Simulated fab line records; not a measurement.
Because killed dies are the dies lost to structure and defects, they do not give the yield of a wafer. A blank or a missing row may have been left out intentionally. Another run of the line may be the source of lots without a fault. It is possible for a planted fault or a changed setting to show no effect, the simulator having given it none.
The tool behind it: which one? :: flow berkeley-cmos170 :: 42 wafers from 14 lots sampled at 6 of the route's 331 steps

== WHAT EACH GAUGE READ, for each wafer ==
UCB170_PSD_CD_MEAS_06: target cd 1200 nm.
lot: L607
measured: day 5 23:40
on: cd-sem-02
cd-nm (nm): 1202.0 1202.0 1201.9

lot: L608
measured: day 6 14:59
on: cd-sem-01
cd-nm (nm): 1201.0 1202.4 1202.0

lot: L613
measured: day 7 02:31
on: cd-sem-01
cd-nm (nm): 1199.4 1200.0 1200.5

lot: L610
measured: day 7 02:58
on: cd-sem-02
cd-nm (nm): 1201.2 1201.9 1201.3

lot: L609
measured: day 7 03:32
on: cd-sem-01
cd-nm (nm): 1200.0 1200.2 1199.3

lot: L612
measured: day 7 05:19
on: cd-sem-02
cd-nm (nm): 1199.0 1198.1 1198.9

lot: L615
measured: day 7 12:55
on: cd-sem-02
cd-nm (nm): 1198.5 1200.5 1200.0

lot: L616
measured: day 8 03:46
on: cd-sem-02
cd-nm (nm): 1200.7 1202.1 1201.1

lot: L617
measured: day 8 04:02
on: cd-sem-01
cd-nm (nm): 1197.8 1198.1 1198.2

lot: L618
measured: day 8 13:31
on: cd-sem-02
cd-nm (nm): 1198.9 1197.6 1196.5

lot: L621
measured: day 9 06:37
on: cd-sem-01
cd-nm (nm): 1199.0 1200.2 1199.7

lot: L620
measured: day 9 06:52
on: cd-sem-02
cd-nm (nm): 1200.8 1200.5 1198.8

lot: L624
measured: day 9 18:10
on: cd-sem-01
cd-nm (nm): 1201.3 1200.8 1201.5

lot: L630
measured: day 11 01:46
on: cd-sem-02
cd-nm (nm): 1199.2 1199.6 1199.0

UCB170_M2_OVL_MEAS_16.
lot: L607
measured: day 6 23:03
on: overlay-02
M2_OVL (nm): 15 6 0

lot: L608
measured: day 7 14:28
on: overlay-02
M2_OVL (nm): -4 -8 -10

lot: L613
measured: day 8 03:38
on: overlay-02
M2_OVL (nm): -7 3 -2

lot: L610
measured: day 8 03:57
on: overlay-02
M2_OVL (nm): 5 1 2

lot: L609
measured: day 8 04:18
on: overlay-02
M2_OVL (nm): -2 2 2

lot: L612
measured: day 8 04:22
on: overlay-01
M2_OVL (nm): -1 3 -4

lot: L615
measured: day 8 10:33
on: overlay-02
M2_OVL (nm): -6 -2 -1

lot: L616
measured: day 8 23:08
on: overlay-01
M2_OVL (nm): -1 -5 3

lot: L617
measured: day 9 02:00
on: overlay-02
M2_OVL (nm): -3 2 7

lot: L618
measured: day 9 09:40
on: overlay-01
M2_OVL (nm): -7 5 -5

lot: L621
measured: day 10 06:10
on: overlay-02
M2_OVL (nm): -5 -2 -13

lot: L620
measured: day 10 06:06
on: overlay-01
M2_OVL (nm): 1 -4 6

lot: L624
measured: day 10 22:50
on: overlay-02
M2_OVL (nm): 2 5 -5

lot: L630
measured: day 11 22:14
on: overlay-02
M2_OVL (nm): 0 15 -3

UCB170_V2_BOW_MEAS_03.
lot: L607
measured: day 7 00:04
on: film-metro-02
V2_BOW (um): 32 28 27

lot: L608
measured: day 7 15:39
on: film-metro-01
V2_BOW (um): 39 28 35

lot: L613
measured: day 8 04:40
on: film-metro-01
V2_BOW (um): 42 31 27

lot: L610
measured: day 8 04:59
on: film-metro-03
V2_BOW (um): 34 34 32

lot: L609
measured: day 8 05:20
on: film-metro-01
V2_BOW (um): 36 21 28

lot: L612
measured: day 8 05:24
on: film-metro-03
V2_BOW (um): 33 38 40

lot: L615
measured: day 8 11:34
on: film-metro-02
V2_BOW (um): 38 38 38

lot: L616
measured: day 9 00:08
on: film-metro-02
V2_BOW (um): 40 40 34

lot: L617
measured: day 9 03:00
on: film-metro-02
V2_BOW (um): 45 33 32

lot: L618
measured: day 9 10:40
on: film-metro-03
V2_BOW (um): 42 35 32

lot: L621
measured: day 10 07:13
on: film-metro-02
V2_BOW (um): 36 40 36

lot: L620
measured: day 10 07:06
on: film-metro-01
V2_BOW (um): 35 26 37

lot: L624
measured: day 10 23:53
on: film-metro-01
V2_BOW (um): 18 44 46

lot: L630
measured: day 11 23:14
on: film-metro-02
V2_BOW (um): 31 43 46

UCB170_M3_RS_MEAS_02: uses a four-point probe to measure.
lot: L607
measured: day 7 02:08
on: film-metro-04
M3_AL_RS (ohm/sq): 0.03181 0.03191 0.03138

lot: L608
measured: day 7 17:37
on: film-metro-03
M3_AL_RS (ohm/sq): 0.03153 0.03192 0.03164

lot: L613
measured: day 8 08:14
on: film-metro-02
M3_AL_RS (ohm/sq): 0.0323 0.03162 0.03204

lot: L610
measured: day 8 08:32
on: film-metro-03
M3_AL_RS (ohm/sq): 0.03188 0.03145 0.0316

lot: L609
measured: day 8 08:49
on: film-metro-02
M3_AL_RS (ohm/sq): 0.03184 0.0319 0.03207

lot: L612
measured: day 8 08:50
on: film-metro-03
M3_AL_RS (ohm/sq): 0.03219 0.03201 0.03183

lot: L615
measured: day 8 13:56
on: film-metro-04
M3_AL_RS (ohm/sq): 0.03173 0.03164 0.03184

lot: L616
measured: day 9 02:12
on: film-metro-04
M3_AL_RS (ohm/sq): 0.03182 0.03187 0.03152

lot: L617
measured: day 9 04:54
on: film-metro-02
M3_AL_RS (ohm/sq): 0.0322 0.03223 0.03205

lot: L618
measured: day 9 12:45
on: film-metro-04
M3_AL_RS (ohm/sq): 0.03155 0.03167 0.03148

lot: L621
measured: day 10 11:46
on: film-metro-04
M3_AL_RS (ohm/sq): 0.08438 0.08505 0.08511

lot: L620
measured: day 10 11:25
on: film-metro-02
M3_AL_RS (ohm/sq): 0.03146 0.0316 0.0317

lot: L624
measured: day 11 02:45
on: film-metro-03
M3_AL_RS (ohm/sq): 0.08744 0.086 0.08764

lot: L630
measured: day 12 04:58
on: film-metro-03
M3_AL_RS (ohm/sq): 0.03199 0.03181 0.03171

UCB170_M3_THK_MEAS_03: measures by xrf.
lot: L607
measured: day 7 02:14
on: film-metro-04
M3_AL_THK (nm): 906 901 909

lot: L608
measured: day 7 17:44
on: film-metro-03
M3_AL_THK (nm): 916 902 905

lot: L613
measured: day 8 08:21
on: film-metro-02
M3_AL_THK (nm): 888 902 893

lot: L610
measured: day 8 08:38
on: film-metro-03
M3_AL_THK (nm): 903 915 910

lot: L609
measured: day 8 08:55
on: film-metro-02
M3_AL_THK (nm): 897 901 895

lot: L612
measured: day 8 08:57
on: film-metro-03
M3_AL_THK (nm): 898 899 906

lot: L615
measured: day 8 14:03
on: film-metro-04
M3_AL_THK (nm): 912 919 909

lot: L616
measured: day 9 02:19
on: film-metro-04
M3_AL_THK (nm): 907 907 911

lot: L617
measured: day 9 05:01
on: film-metro-02
M3_AL_THK (nm): 888 889 897

lot: L618
measured: day 9 12:52
on: film-metro-04
M3_AL_THK (nm): 917 912 914

lot: L621
measured: day 10 11:51
on: film-metro-04
M3_AL_THK (nm): 348 342 344

lot: L620
measured: day 10 11:32
on: film-metro-02
M3_AL_THK (nm): 911 905 907

lot: L624
measured: day 11 02:51
on: film-metro-03
M3_AL_THK (nm): 336 340 333

lot: L630
measured: day 12 05:05
on: film-metro-03
M3_AL_THK (nm): 900 903 905

== EACH LOT AND THE TOOL THAT RAN IT (in order: tool; ch and the chambers of the sampled wafers; start) ==
lot: L607
UCB170_M3_SPUTTER_01: pvd-sputter-04, day 7 02:02

lot: L608
UCB170_M3_SPUTTER_01: pvd-sputter-03, day 7 17:32

lot: L613
UCB170_M3_SPUTTER_01: pvd-sputter-02, day 8 08:08

lot: L610
UCB170_M3_SPUTTER_01: pvd-sputter-03, day 8 08:25

lot: L609
UCB170_M3_SPUTTER_01: pvd-sputter-04, day 8 08:41

lot: L612
UCB170_M3_SPUTTER_01: pvd-sputter-02, day 8 08:45

lot: L615
UCB170_M3_SPUTTER_01: pvd-sputter-03, day 8 13:50

lot: L616
UCB170_M3_SPUTTER_01: pvd-sputter-03, day 9 02:07

lot: L617
UCB170_M3_SPUTTER_01: pvd-sputter-02, day 9 04:49

lot: L618
UCB170_M3_SPUTTER_01: pvd-sputter-03, day 9 12:39

lot: L621
UCB170_M3_SPUTTER_01: pvd-sputter-02, day 10 11:37

lot: L620
UCB170_M3_SPUTTER_01: pvd-sputter-04, day 10 11:20

lot: L624
UCB170_M3_SPUTTER_01: pvd-sputter-02, day 11 02:38

lot: L630
UCB170_M3_SPUTTER_01: pvd-sputter-03, day 12 04:53
- UCB170_M3_SPUTTER_01: material Al, target thk 900 nm, time 120 s.

== WHAT THE TOOLS THEMSELVES READ (means of the sampled wafers that have a number; where no wafer has one, the mark that the record gives instead) ==
UCB170_M3_SPUTTER_01.
lot: L607
tool: pvd-sputter-04
throttle-valve-pct (%): 30.3

lot: L608
tool: pvd-sputter-03
throttle-valve-pct (%): 28.6

lot: L613
tool: pvd-sputter-02
throttle-valve-pct (%): 30.5

lot: L610
tool: pvd-sputter-03
throttle-valve-pct (%): 29.7

lot: L609
tool: pvd-sputter-04
throttle-valve-pct (%): 31.0

lot: L612
tool: pvd-sputter-02
throttle-valve-pct (%): 30.7

lot: L615
tool: pvd-sputter-03
throttle-valve-pct (%): 29.5

lot: L616
tool: pvd-sputter-03
throttle-valve-pct (%): 29.7

lot: L617
tool: pvd-sputter-02
throttle-valve-pct (%): 30.7

lot: L618
tool: pvd-sputter-03
throttle-valve-pct (%): 29.1

lot: L621
tool: pvd-sputter-02
throttle-valve-pct (%): 30.8

lot: L620
tool: pvd-sputter-04
throttle-valve-pct (%): 29.2

lot: L624
tool: pvd-sputter-02
throttle-valve-pct (%): 30.5

lot: L630
tool: pvd-sputter-03
throttle-valve-pct (%): 28.9

== THE ANSWER, worked out from the rows above alone ==
Rule: usual is defined by the lots themselves. Put in order of their means at a reading, lots are off if they are a third of the lots or fewer, leave a main group of 4 or more, and stand apart from it by a gap of 3 or more times the standard deviation of the main group's means; of several such gaps the widest counts. If all means in a main group match to the digits the tables above print for the reading, that group is not used. A lot without any number at a reading at which 4 lots or more have one is off too. All remaining lots with rows at the step are treated as sound. After the gauges, taken in route order, come the tools' own readings; for these a lot's mean is taken, as printed above. The first step at which some lot is off is used, and at that step the reading that is off furthest; a lot without a number counts as furthest.
Off: L621, L624, seen at UCB170_M3_RS_MEAS_02 (M3_AL_RS). The main group has a mean of 0.03180 ohm/sq with a standard deviation of 0.00018.
If a tool, at a process step before that reading, ran all the lots that are off and no sound lot after the first of them, it fits. Those tools and the gauges at UCB170_M3_RS_MEAS_02 are tried in the same way. One candidate fits, namely pvd-sputter-02 at UCB170_M3_SPUTTER_01. Its last sound lot is L617 (day 9 04:49), its first lot that is off L621 (day 10 11:37): a fault that began between those two fits.

== WHAT THE SIMULATOR HAD PUT IN ==
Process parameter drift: pvd-sputter-02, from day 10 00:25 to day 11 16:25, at UCB170_M3_SPUTTER_01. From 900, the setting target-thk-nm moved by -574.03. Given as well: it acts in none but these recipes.
Lots struck among those shown: L621, L624. Same finding as the rule above.
